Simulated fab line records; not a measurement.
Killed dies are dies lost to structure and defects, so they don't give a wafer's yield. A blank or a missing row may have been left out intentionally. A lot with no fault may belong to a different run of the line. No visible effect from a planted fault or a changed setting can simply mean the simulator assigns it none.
Comparing a struck lot with a sound one | flow rit cmos | 27 out of 202 route steps
Sound: wafers L169.2, L169.3, L169.4. Struck: wafer L173.3. (L173.2, L173.4 of the same lot were not struck and are left out.) The cause comes at the end.
For every step that has rows: the tool of each side, followed by ch and its chambers, followed by its first start. Under that, the readings that differ: sound wafers | struck wafers | difference of the means | sigmas: that difference in standard deviations of wafers without a fault.
alike: readings with means less than 2 such deviations apart, plus words and numbers identical on both sides. not compared: withheld readings, readings lacking a value on some wafer, bounds such as >300 that could conceal the same value, and numbers that have no deviation in the record and whose values overlap.
Wherever a step has rows on one side only, a row that says differs or no value, or a row with sigmas, the two part there. Non-overlapping numbers with no deviation appear without sigmas and do not part them. A reading that every wafer of one side lacks parts them only if that side has two wafers or more.

first, 4 steps without rows for these wafers: RIT_CONTACT_SOFTBAKE_04 (time 60 s); RIT_CONTACT_EXPOSE_05 (exposes mask M11, target cd 1000 nm); RIT_CONTACT_PEB_06; RIT_CONTACT_DEVELOP_07 (develop time 120 s).
RIT_CONTACT_CD_MEAS_08: the cd target is 1000 nm.
  sound: cd sem-02 at day 5 01:57; struck: cd sem-02 at day 5 20:25
  alike: cd nm
RIT_CONTACT_OVL_MEAS_09:
  sound: overlay-02 at day 5 02:04; struck: overlay-01 at day 5 20:31
  alike: CONTACT_OVL
then, 1 step without rows for these wafers: RIT_CONTACT_HARDBAKE_10 (time 60 s).
RIT_CONTACT_ETCH_11: etches SiO2 in CHF3/CF4/Ar, stops on TiSi2, target depth 480 nm, time 320 s.
  sound on rie diel-03 ch 1,2, day 5 02:14; struck on rie diel-03 ch 2, day 5 20:51
  alike: drypump motor current A, oes product au, throttle valve pct
  not compared: rf hours counter h
RIT_CONTACT_STRIP_12: strips in O2, time 180 s.
  sound on plasma asher-03 ch 0,1, day 5 02:26; struck on plasma asher-01 ch 1, day 5 21:03
  reading                     | sound       | struck | difference | sigmas
  drypump motor current A (A) | 6.1 6.1 6.3 | 5.2    | -1.0       | -2
  not compared: rf hours counter h
RIT_CONTACT_CD_MEAS_90: the cd target is 1000 nm.
  sound: cd sem-01 at day 5 02:38; struck: cd sem-01 at day 5 21:14
  alike: cd nm
then, 2 steps without rows for these wafers: RIT_CONTACT_CLEAN_13 (cleans in SC1, time 600 s); RIT_CONTACT_CLEAN_14 (cleans in SC2, time 600 s).
RIT_M1_SPUTTER_00: material Al, target thk 400 nm, time 500 s.
  sound: pvd sputter-04 at day 5 03:08; struck: pvd sputter-04 at day 5 21:44
  reading                               | sound                | struck | difference | sigmas
  cathode dc power W (W)                | 2000.1 2000.3 2000.1 | 1259.1 | -741.1     | -99 or more
  model.Al_of_M1_SPUTTER_00.thk nm (nm) | 404.2 398.5 397      | 249.4  | -150.5     |
  alike: throttle valve pct
RIT_M1_RS_MEAS_01: measures by four-point-probe.
  sound: film metro-02 at day 5 03:27; struck: film metro-03 at day 5 22:02
  reading           | sound                | struck | difference | sigmas
  M1_AL_RS (ohm/sq) | 0.0727 0.0737 0.0740 | 0.1200 | +0.0465    | +60
RIT_M1_THK_MEAS_02: measures by xrf.
  sound: film metro-02 at day 5 03:34; struck: film metro-03 at day 5 22:09
  reading        | sound       | struck | difference | sigmas
  M1_AL_THK (nm) | 404 398 395 | 247    | -152       | -35
then, 6 steps without rows for these wafers: RIT_M1_HMDS_03 (prime time 60 s); RIT_M1_COAT_04 (resist thk 1300 nm); RIT_M1_SOFTBAKE_05 (time 60 s); RIT_M1_EXPOSE_06 (exposes mask M12, target cd 2600 nm); RIT_M1_PEB_07; RIT_M1_DEVELOP_08 (develop time 68 s).
RIT_M1_CD_MEAS_09: the cd target is 2600 nm.
  sound: cd sem-02 at day 5 04:31; struck: cd sem-02 at day 5 23:15
  alike: cd nm
RIT_M1_OVL_MEAS_10:
  sound: overlay-01 at day 5 04:37; struck: overlay-01 at day 5 23:22
  reading     | sound       | struck | difference | sigmas
  M1_OVL (nm) | 2.0 3.7 4.5 | -1.2   | -4.6       | -3
then, 1 step without rows for these wafers: RIT_M1_HARDBAKE_11 (time 120 s).
RIT_M1_METAL_ETCH_12: etches Al in Cl2/BCl3, stops on SiO2, time 165 s, target depth 600 nm.
  sound on rie metal-04 ch 0,1, day 5 04:59; struck on rie metal-01 ch 0, day 5 23:38
  reading               | sound             | struck | difference | sigmas
  oes product au (a.u.) | 0.808 0.797 0.774 | 0.604  | -0.189     | -14
  alike: drypump motor current A, throttle valve pct
  not compared: rf hours counter h
then, 1 step without rows for these wafers: RIT_M1_STRIP_13 (strips in nmp, time 600 s).
RIT_M1_PROBE_99:
  sound: prober-01 at day 5 07:19; struck: prober-01 at day 6 01:59
  reading                               | sound                        | struck   | difference | sigmas
  model.etest.m1.rs ohm sq              | 0.07164 0.07279 0.0731       | 0.1167   | +0.0442    |
  model.etest.antenna m1.vt shift v (V) | -0.008384 -0.005381 -0.01348 | -0.01683 | -0.00775   |
  alike: defect limited yield, killed_at_M0_to_M3, killed at contacts, killed at front end, killed dies, killed open, killed short, sort_bin_3_pad_short, sort_bin_5_function, sort_bin_6_memory, sort n pass, sort yield pct

WHERE THEY PART
At RIT_CONTACT_STRIP_12 first; at RIT_M1_METAL_ETCH_12 last (within this record only). Later steps at which nothing parts them and some readings are alike: RIT_M1_PROBE_99.

WHY: the cause the simulator had injected
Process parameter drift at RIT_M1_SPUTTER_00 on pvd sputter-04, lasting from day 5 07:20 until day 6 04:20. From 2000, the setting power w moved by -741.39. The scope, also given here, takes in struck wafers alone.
